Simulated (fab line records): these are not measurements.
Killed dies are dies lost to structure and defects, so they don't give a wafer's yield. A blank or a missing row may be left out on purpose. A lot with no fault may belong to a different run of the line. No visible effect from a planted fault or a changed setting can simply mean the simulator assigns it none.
fab line records | flow berkeley-cmos170
[record] lots = 14 | wafers = 42 | last-day = 12
route steps=331 shown GATE@139 SPACER@171 V1@257 V2@294
lots that met no fault: taken from a fault-free run of the same line
start-h: start of the lot's first displayed wafer, in hours after the record's first day | wait-h: hours elapsed since this lot's preceding step | " unchanged from the row above | L1.1+2: a row that stands for several wafers | - no value, or no start was given | * or withheld: withheld | < > ~ a bound
route shown NAME@n: a module of which the file shows steps, and the number in the route of the first | usual: the fault-free wafers' mean and standard deviation | same: alike in all rows | chamber/n: place in a boat | sites: the reading at each site | _std_site: their standard deviation | _edge_site: the outer-site mean with the inner-site mean subtracted | radius-mm: how far each site lies from the wafer's centre | mask NAME#n: copy n | behind: tool/chamber where the wafer was last shaped | hold: what put the lot on hold/how long, in hours/how the hold closed | device: the n, p or np transistor that did not switch | end of line: at the end of the route, the tests of the same wafers | where a step has no rows: the recipe by itself | killed: dies that structure and defects cost at the first sort, which is not the same as the wafer's yield | map: per-die view of a wafer (x killed, . not killed, _ where there is no die)
set.NAME: the run value of the setting; set.NAME@STEP: its run value at that earlier step | model.NAME: the simulator's own value behind a step, which no gauge read
one table for each step of the route and one row for each wafer, over a sample of lots
services: from which hour (start-h, from the record's first day; less than 0 if before it) a tool's chamber was out of use, for how many hours, and why
[[steps]]
[step UCB170_GATE_OVL_MEAS_13]
[usual] GATE_OVL = -2/5.6
lot.wafer | tool       | chamber | start-h | wait-h | GATE_OVL[nm]
L376.1    | overlay-02 | -       | 137.76  | 0.1    | -1
L376.3    | "          | -       | "       | "      | 1
L376.5    | "          | -       | "       | "      | 0
L378.3    | overlay-01 | -       | 144.30  | 0.1    | 0
L378.4    | "          | -       | "       | "      | 0
L378.6    | "          | -       | "       | "      | -9
L379.1    | overlay-02 | -       | 144.53  | 0.1    | 0
L379.4    | "          | -       | "       | "      | -5
L379.5    | "          | -       | "       | "      | -7
L377.2    | overlay-01 | -       | 144.78  | 0.1    | 1
L377.4    | "          | -       | "       | "      | 7
L377.6    | "          | -       | "       | "      | 5
L382.2    | overlay-01 | -       | 165.93  | 0.1    | -6
L382.3    | "          | -       | "       | "      | -5
L382.4    | "          | -       | "       | "      | -3
L380.1    | overlay-01 | -       | 166.24  | 0.1    | -1
L380.4    | "          | -       | "       | "      | -4
L380.6    | "          | -       | "       | "      | -2
L386.1    | overlay-01 | -       | 177.02  | 0.1    | -3
L386.4    | "          | -       | "       | "      | -2
L386.6    | "          | -       | "       | "      | -1
L384.1    | overlay-02 | -       | 177.26  | 0.1    | -3
L384.3    | "          | -       | "       | "      | -6
L384.6    | "          | -       | "       | "      | -3
L383.1    | overlay-01 | -       | 177.52  | 0.1    | 6
L383.3    | "          | -       | "       | "      | 8
L383.6    | "          | -       | "       | "      | 1
L385.2    | overlay-02 | -       | 177.55  | 0.1    | -2
L385.4    | "          | -       | "       | "      | 4
L385.5    | "          | -       | "       | "      | -8
L389.2    | overlay-01 | -       | 201.87  | 0.1    | 1
L389.3    | "          | -       | "       | "      | 2
L389.5    | "          | -       | "       | "      | 4
L391.2    | overlay-01 | -       | 202.17  | 0.1    | 5
L391.5    | "          | -       | "       | "      | 1
L391.6    | "          | -       | "       | "      | 2
L396.2    | overlay-01 | -       | 238.49  | 0.1    | 5
L396.4    | "          | -       | "       | "      | 6
L396.6    | "          | -       | "       | "      | 4
L397.1    | overlay-01 | -       | 238.60  | 0.1    | 6
L397.2    | "          | -       | "       | "      | 1
L397.4    | "          | -       | "       | "      | 4
[step UCB170_SPACER_CVD_00]
[recipe] material = SiO2 | target-thk-nm = 376 | temp-c = 390 | precursor = TEOS/O2 | time-s = 47 | rf-w = 550 | pressure-mtorr = 9000
[usual] heater-power-w = 266/51
lot.wafer | tool     | chamber | start-h | wait-h | heater-power-w
L376.1    | pecvd-03 | 1       | 142.78  | 0.0    | 285
L376.3    | "        | 0       | "       | "      | 231
L376.5    | "        | 0       | "       | "      | 238
L378.3    | pecvd-02 | 1       | 151.14  | 0.0    | 374
L378.4    | "        | 1       | "       | "      | 383
L378.6    | "        | 2       | "       | "      | 256
L377.2    | pecvd-03 | 1       | 151.88  | 0.0    | 287
L377.4    | "        | 2       | "       | "      | 226
L377.6    | "        | 1       | "       | "      | 297
L379.1    | pecvd-02 | 2       | 152.15  | 0.0    | 273
L379.4    | "        | 0       | "       | "      | 291
L379.5    | "        | 1       | "       | "      | 318
L382.2    | pecvd-03 | 0       | 170.65  | 0.0    | 217
L382.3    | "        | 1       | "       | "      | 263
L382.4    | "        | 0       | "       | "      | 230
L380.1    | pecvd-04 | 1       | 171.10  | 0.0    | 280
L380.4    | "        | 2       | "       | "      | 178
L380.6    | "        | 0       | "       | "      | 266
L386.1    | pecvd-03 | 0       | 182.09  | 0.0    | 245
L386.4    | "        | 1       | "       | "      | 297
L386.6    | "        | 2       | "       | "      | 191
L384.1    | pecvd-02 | 2       | 182.58  | 0.0    | 262
L384.3    | "        | 0       | "       | "      | 294
L384.6    | "        | 1       | "       | "      | 331
L383.1    | pecvd-04 | 1       | 183.11  | 0.0    | 324
L383.3    | "        | 1       | "       | "      | 336
L383.6    | "        | 1       | "       | "      | 347
L385.2    | pecvd-03 | 2       | 183.11  | 0.0    | 223
L385.4    | "        | 2       | "       | "      | 232
L385.5    | "        | 0       | "       | "      | 199
L389.2    | pecvd-04 | 1       | 209.09  | 0.0    | 326
L389.3    | "        | 2       | "       | "      | 211
L389.5    | "        | 0       | "       | "      | 261
L391.2    | pecvd-03 | 0       | 209.37  | 0.0    | 227
L391.5    | "        | 2       | "       | "      | 249
L391.6    | "        | 1       | "       | "      | 260
L396.2    | pecvd-02 | 1       | 244.47  | 0.0    | 319
L396.4    | "        | 2       | "       | "      | 265
L396.6    | "        | 0       | "       | "      | 290
L397.1    | pecvd-02 | 0       | 245.67  | 0.2    | 232
L397.2    | "        | 2       | "       | "      | 268
L397.4    | "        | 2       | "       | "      | 262
[step UCB170_SPACER_THK_MEAS_01]
[recipe] reads = SiO2_of_SPACER_CVD_00
[usual] SPACER_TEOS_THK = 374/4.6
lot.wafer | tool          | chamber | start-h | wait-h | SPACER_TEOS_THK[nm]
L376.1    | film-metro-03 | -       | 142.83  | 0.0    | 363
L376.3    | "             | -       | "       | "      | 368
L376.5    | "             | -       | "       | "      | 377
L378.3    | film-metro-01 | -       | 151.20  | 0.0    | 376
L378.4    | "             | -       | "       | "      | 381
L378.6    | "             | -       | "       | "      | 383
L377.2    | film-metro-02 | -       | 151.93  | 0.0    | 365
L377.4    | "             | -       | "       | "      | 376
L377.6    | "             | -       | "       | "      | 372
L379.1    | film-metro-03 | -       | 152.19  | 0.0    | 373
L379.4    | "             | -       | "       | "      | 381
L379.5    | "             | -       | "       | "      | 380
L382.2    | film-metro-03 | -       | 170.71  | 0.0    | 370
L382.3    | "             | -       | "       | "      | 367
L382.4    | "             | -       | "       | "      | 375
L380.1    | film-metro-02 | -       | 171.14  | 0.0    | 370
L380.4    | "             | -       | "       | "      | 380
L380.6    | "             | -       | "       | "      | 379
L386.1    | film-metro-01 | -       | 182.13  | 0.0    | 374
L386.4    | "             | -       | "       | "      | 373
L386.6    | "             | -       | "       | "      | 378
L384.1    | film-metro-02 | -       | 182.63  | 0.0    | 372
L384.3    | "             | -       | "       | "      | 375
L384.6    | "             | -       | "       | "      | 384
L385.2    | film-metro-01 | -       | 183.16  | 0.0    | 372
L385.4    | "             | -       | "       | "      | 375
L385.5    | "             | -       | "       | "      | 377
L383.1    | film-metro-02 | -       | 183.17  | 0.0    | 371
L383.3    | "             | -       | "       | "      | 372
L383.6    | "             | -       | "       | "      | 375
L389.2    | film-metro-02 | -       | 209.14  | 0.0    | 367
L389.3    | "             | -       | "       | "      | 374
L389.5    | "             | -       | "       | "      | 380
L391.2    | film-metro-01 | -       | 209.42  | 0.0    | 371
L391.5    | "             | -       | "       | "      | 379
L391.6    | "             | -       | "       | "      | 374
L396.2    | film-metro-01 | -       | 244.54  | 0.0    | 419
L396.4    | "             | -       | "       | "      | 419
L396.6    | "             | -       | "       | "      | 411
L397.1    | film-metro-03 | -       | 245.71  | 0.0    | 410
L397.2    | "             | -       | "       | "      | 418
L397.4    | "             | -       | "       | "      | 424
[step UCB170_SPACER_ETCHBACK_03]
[recipe] stop-on = Si | target = SiO2 | chemistry = CHF3/CF4/Ar | CHF3_flow_sccm = 50 | cf4-flow-sccm = 10 | Ar_flow_sccm = 120 | pressure-mtorr = 200 | rf-w = 500 | target-depth-a = 3760 | time-s = 100
[usual] chamber-pressure-mTorr = 199.99/0.17 | drypump-motor-current-A = 5.8/0.4 | oes-product-au = 0.893/0.02 | throttle-valve-pct = 6.41/0.097
lot.wafer | tool        | chamber | start-h | wait-h | chamber-pressure-mTorr | drypump-motor-current-A | oes-product-au | rf-hours-counter-h | throttle-valve-pct
L376.1    | rie-diel-02 | 1       | 147.18  | 0.0    | 199.85                 | 5.5                     | 0.877          | 145                | 6.44
L376.3    | "           | 0       | "       | "      | 199.89                 | 6.3                     | 0.908          | 7                  | 6.27
L376.5    | "           | 1       | "       | "      | 199.85                 | 5.5                     | 0.903          | -                  | 6.45
L377.2    | rie-diel-03 | 3       | 155.28  | 0.0    | 199.69                 | 5.6                     | 0.867          | 118                | 6.47
L377.4    | "           | 2       | "       | "      | 200.15                 | 6.1                     | 0.920          | 65                 | 6.30
L377.6    | "           | 2       | "       | "      | 199.83                 | 6.1                     | 0.915          | -                  | 6.30
L378.3    | rie-diel-02 | 1       | 155.28  | 0.0    | 199.95                 | 5.6                     | 0.894          | 145                | 6.43
L378.4    | "           | 3       | "       | "      | 200.02                 | 5.6                     | 0.907          | -                  | 6.34
L378.6    | "           | 1       | "       | "      | 199.78                 | 5.5                     | 0.915          | -                  | 6.45
L379.1    | rie-diel-01 | 2       | 155.28  | 0.0    | 199.87                 | 6.1                     | 0.862          | 124                | 6.35
L379.4    | "           | 1       | "       | "      | 200.11                 | 5.3                     | 0.914          | 138                | 6.32
L379.5    | "           | 2       | "       | "      | 199.74                 | 6.0                     | 0.879          | -                  | 6.35
L380.1    | rie-diel-02 | 1       | 176.35  | 0.0    | 200.27                 | 5.5                     | 0.886          | 146                | 6.45
L380.4    | "           | 3       | "       | "      | 199.81                 | 5.6                     | 0.900          | 128                | 6.36
L380.6    | "           | 1       | "       | "      | 200.08                 | 5.5                     | 0.900          | -                  | 6.45
L382.2    | rie-diel-01 | 0       | 176.35  | 0.0    | 200.10                 | 6.5                     | 0.879          | 144                | 6.51
L382.3    | "           | 3       | "       | "      | 200.05                 | 6.0                     | 0.874          | 77                 | 6.50
L382.4    | "           | 2       | "       | "      | 199.74                 | 6.1                     | 0.869          | 125                | 6.37
L384.1    | rie-diel-02 | 3       | 186.68  | 0.0    | 200.11                 | 5.6                     | 0.884          | 129                | 6.35
L384.3    | "           | 0       | "       | "      | 199.82                 | 6.3                     | 0.920          | 9                  | 6.27
L384.6    | "           | 2       | "       | "      | 200.07                 | 5.4                     | 0.911          | -                  | 6.62
L385.2    | rie-diel-03 | 3       | 186.68  | 0.0    | 199.64                 | 5.6                     | 0.888          | 119                | 6.49
L385.4    | "           | 3       | "       | "      | 199.77                 | 5.6                     | 0.886          | -                  | 6.47
L385.5    | "           | 2       | "       | "      | 200.16                 | 6.1                     | 0.931          | -                  | 6.31
L386.1    | rie-diel-01 | 0       | 186.68  | 0.0    | 200.00                 | 6.5                     | 0.894          | 144                | 6.52
L386.4    | "           | 2       | "       | "      | 199.86                 | 6.1                     | 0.862          | 125                | 6.36
L386.6    | "           | 0       | "       | "      | 200.13                 | 6.5                     | 0.885          | -                  | 6.52
L383.1    | rie-diel-01 | 3       | 186.75  | 0.1    | 200.07                 | 5.9                     | 0.872          | 77                 | 6.51
L383.3    | "           | 0       | "       | "      | 199.89                 | 6.6                     | 0.880          | 144                | 6.51
L383.6    | "           | 3       | "       | "      | 199.96                 | 5.9                     | 0.881          | -                  | 6.51
L389.2    | rie-diel-03 | 1       | 213.89  | 0.0    | 199.67                 | 6.3                     | 0.864          | 42                 | 6.32
L389.3    | "           | 0       | "       | "      | 199.67                 | 5.2                     | 0.908          | 16                 | 6.40
L389.5    | "           | 3       | "       | "      | 200.18                 | 5.6                     | 0.896          | -                  | 6.49
L391.2    | rie-diel-02 | 2       | 213.89  | 0.0    | 199.95                 | 5.5                     | 0.891          | 105                | 6.61
L391.5    | "           | 1       | "       | "      | 200.12                 | 5.5                     | 0.924          | -                  | 6.44
L391.6    | "           | 2       | "       | "      | 200.04                 | 5.5                     | 0.893          | -                  | 6.64
L396.2    | rie-diel-01 | 2       | 252.64  | 0.0    | 200.18                 | 6.0                     | 0.936          | 128                | 6.37
L396.4    | "           | 2       | "       | "      | 200.07                 | 6.1                     | 0.941          | -                  | 6.37
L396.6    | "           | 0       | "       | "      | 199.84                 | 6.5                     | 0.956          | -                  | 6.52
L397.1    | rie-diel-02 | 2       | 252.64  | 0.0    | 200.10                 | 5.4                     | 0.950          | 106                | 6.62
L397.2    | "           | 3       | "       | "      | 199.97                 | 5.6                     | 0.959          | 132                | 6.36
L397.4    | "           | 1       | "       | "      | 200.06                 | 5.5                     | 0.997          | 2                  | 6.47
[step UCB170_V1_BOW_MEAS_03]
[recipe] mode = bow
[usual] V1_BOW = 19/7
lot.wafer | tool          | chamber | start-h | wait-h | V1_BOW[um]
L376.1    | film-metro-01 | -       | 163.80  | 0.2    | 15
L376.3    | "             | -       | "       | "      | 23
L376.5    | "             | -       | "       | "      | 20
L379.1    | film-metro-02 | -       | 173.28  | 0.2    | 7
L379.4    | "             | -       | "       | "      | 17
L379.5    | "             | -       | "       | "      | 22
L378.3    | film-metro-01 | -       | 174.65  | 0.2    | 19
L378.4    | "             | -       | "       | "      | 31
L378.6    | "             | -       | "       | "      | 24
L377.2    | film-metro-02 | -       | 174.71  | 0.2    | 16
L377.4    | "             | -       | "       | "      | 31
L377.6    | "             | -       | "       | "      | 25
L380.1    | film-metro-02 | -       | 193.58  | 0.2    | 17
L380.4    | "             | -       | "       | "      | 10
L380.6    | "             | -       | "       | "      | 17
L382.2    | film-metro-03 | -       | 193.60  | 0.3    | 12
L382.3    | "             | -       | "       | "      | 12
L382.4    | "             | -       | "       | "      | 3
L386.1    | film-metro-01 | -       | 201.04  | 0.1    | 21
L386.4    | "             | -       | "       | "      | 9
L386.6    | "             | -       | "       | "      | 17
L384.1    | film-metro-01 | -       | 202.37  | 0.2    | 20
L384.3    | "             | -       | "       | "      | 22
L384.6    | "             | -       | "       | "      | 10
L385.2    | film-metro-01 | -       | 203.72  | 0.1    | 17
L385.4    | "             | -       | "       | "      | 17
L385.5    | "             | -       | "       | "      | 28
L383.1    | film-metro-02 | -       | 203.74  | 0.3    | 26
L383.3    | "             | -       | "       | "      | 14
L383.6    | "             | -       | "       | "      | 10
L391.2    | film-metro-01 | -       | 230.35  | 0.2    | 9
L391.5    | "             | -       | "       | "      | 16
L391.6    | "             | -       | "       | "      | 10
L389.2    | film-metro-01 | -       | 236.32  | 0.2    | 14
L389.3    | "             | -       | "       | "      | 15
L389.5    | "             | -       | "       | "      | 17
L396.2    | film-metro-03 | -       | 266.35  | 0.2    | 14
L396.4    | "             | -       | "       | "      | 40
L396.6    | "             | -       | "       | "      | 31
L397.1    | film-metro-01 | -       | 267.66  | 0.2    | 26
L397.2    | "             | -       | "       | "      | 12
L397.4    | "             | -       | "       | "      | 9
[step UCB170_V2_CMP_02]
[recipe] material = SiO2 | down-force-psi = 6 | platen-rpm = 60 | pad-velocity-m-s = 0.75398
[usual] motor-current-A = 14.9/1.5
lot.wafer | tool   | chamber | start-h | wait-h | motor-current-A
L376.3    | cmp-02 | 0       | 169.96  | 0.0    | 13.6
L376.1    | "      | 3       | "       | "      | 17.9
L376.5    | "      | 0       | "       | "      | 14.7
L379.4    | cmp-02 | 2       | 178.73  | 0.1    | 15.1
L379.1    | "      | 3       | "       | "      | 17.2
L379.5    | "      | 1       | "       | "      | 13.3
L378.3    | cmp-02 | 0       | 180.00  | 0.1    | 14.3
L378.4    | "      | 2       | "       | "      | 15.2
L378.6    | "      | 0       | "       | "      | 15.0
L377.4    | cmp-02 | 3       | 181.18  | 0.1    | 17.6
L377.2    | "      | 0       | "       | "      | 13.9
L377.6    | "      | 1       | "       | "      | 13.7
L382.3    | cmp-02 | 2       | 198.36  | 0.1    | 15.2
L382.4    | "      | 3       | "       | "      | 17.0
L382.2    | "      | 0       | "       | "      | 13.9
L380.1    | cmp-02 | 2       | 198.61  | 0.1    | 15.3
L380.4    | "      | 3       | "       | "      | 17.4
L380.6    | "      | 3       | "       | "      | 17.4
L386.1    | cmp-02 | 1       | 210.77  | 0.1    | 13.4
L386.4    | "      | 2       | "       | "      | 15.1
L386.6    | "      | 1       | "       | "      | 13.0
L385.2    | cmp-01 | 2       | 211.19  | 0.1    | 14.0
L385.4    | "      | 3       | "       | "      | 15.9
L385.5    | "      | 1       | "       | "      | 16.1
L384.1    | cmp-02 | 0       | 211.46  | 0.1    | 14.1
L384.3    | "      | 2       | "       | "      | 15.1
L384.6    | "      | 3       | "       | "      | 18.0
L383.3    | cmp-01 | 2       | 211.64  | 0.0    | 14.8
L383.1    | "      | 3       | "       | "      | 15.4
L383.6    | "      | 2       | "       | "      | 14.4
L391.2    | cmp-02 | 1       | 238.91  | 0.0    | 11.9
L391.6    | "      | 1       | "       | "      | 12.7
L391.5    | "      | 2       | "       | "      | 14.5
L389.2    | cmp-01 | 3       | 242.66  | 0.0    | 15.3
L389.3    | "      | 0       | "       | "      | 14.4
L389.5    | "      | 3       | "       | "      | 16.4
L396.2    | cmp-02 | 1       | 271.50  | 0.0    | 13.2
L396.4    | "      | 3       | "       | "      | 16.0
L396.6    | "      | 2       | "       | "      | 15.4
L397.4    | cmp-01 | 0       | 273.02  | 0.1    | 14.5
L397.2    | "      | 1       | "       | "      | 16.3
L397.1    | "      | 2       | "       | "      | 14.5
[[services]]
tool        | chamber | start-h | hours | kind
rie-diel-02 | 3       | 131.01  | 3.2   | repair
pecvd-02    | -       | 135.50  | 14.0  | pm
rie-diel-02 | 1       | 136.36  | 3.6   | repair
cmp-02      | -       | 137.04  | 1.6   | repair
rie-diel-01 | 3       | 138.69  | 11.9  | repair
rie-diel-02 | 2       | 142.66  | 5.8   | repair
rie-diel-02 | 0       | 153.99  | 1.4   | repair
pecvd-04    | 2       | 172.93  | 11.8  | repair
cmp-01      | -       | 179.70  | 3.3   | pm
rie-diel-03 | 1       | 181.93  | 5.6   | repair
rie-diel-01 | 1       | 188.03  | 9.4   | repair
rie-diel-01 | 2       | 191.05  | 14.4  | repair
cmp-01      | -       | 198.25  | 2.6   | repair
rie-diel-01 | 1       | 206.89  | 10.9  | repair
rie-diel-01 | 0       | 208.76  | 4.3   | repair
cmp-01      | -       | 212.31  | 0.8   | repair
cmp-02      | -       | 213.11  | 8.1   | pm
rie-diel-01 | -       | 225.92  | 2.8   | pm
cmp-01      | -       | 228.49  | 14.0  | pm
cmp-02      | -       | 232.00  | 4.0   | pm
rie-diel-02 | 2       | 235.43  | 7.6   | repair
pecvd-03    | -       | 242.50  | 14.0  | pm
rie-diel-02 | 1       | 264.73  | 2.0   | repair
cmp-02      | -       | 268.00  | 3.3   | repair
[[key]]
[first-sign] step = UCB170_SPACER_THK_MEAS_01 | reading = SPACER_TEOS_THK | direction = up | sigmas = 9.5 | usual = 374 | struck = 417
[effect] step = UCB170_SPACER_ETCHBACK_03 | reading = oes-product-au | direction = up | sigmas = 3.2 | usual = 0.893 | struck = 0.957
met-at UCB170_SPACER_CVD_00
struck-lots L396,L397
sort-left-out L396.2,L396.4,L396.6,L397.1,L397.2,L397.4
tester-left-out L396,L397
not-acting-at UCB170_GATE_OVL_MEAS_13,UCB170_V1_BOW_MEAS_03,UCB170_V2_CMP_02
onset-between 182.58 244.47
also-fits time
[fault] kind = process-parameter-drift | tool = pecvd-02 | chamber = - | onset-h = 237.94 | steps = UCB170_SPACER_CVD_00 | channel = target-thk-nm | offset = 45.12 | shape = step | end-h = 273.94 | acts-in = these-recipes-only | stated = 376
// tester-left-out: of these lots the tester's yield and bins aren't shown, on N5 and GAA mostly nor the transistor test; their killed dies are dies lost to structure and defects alone, not to doping, threshold or leakage, so they don't give the yield
// sort-left-out: the simulated sort isn't trusted on such a fault, so these wafers' sort isn't shown, and their yield isn't known
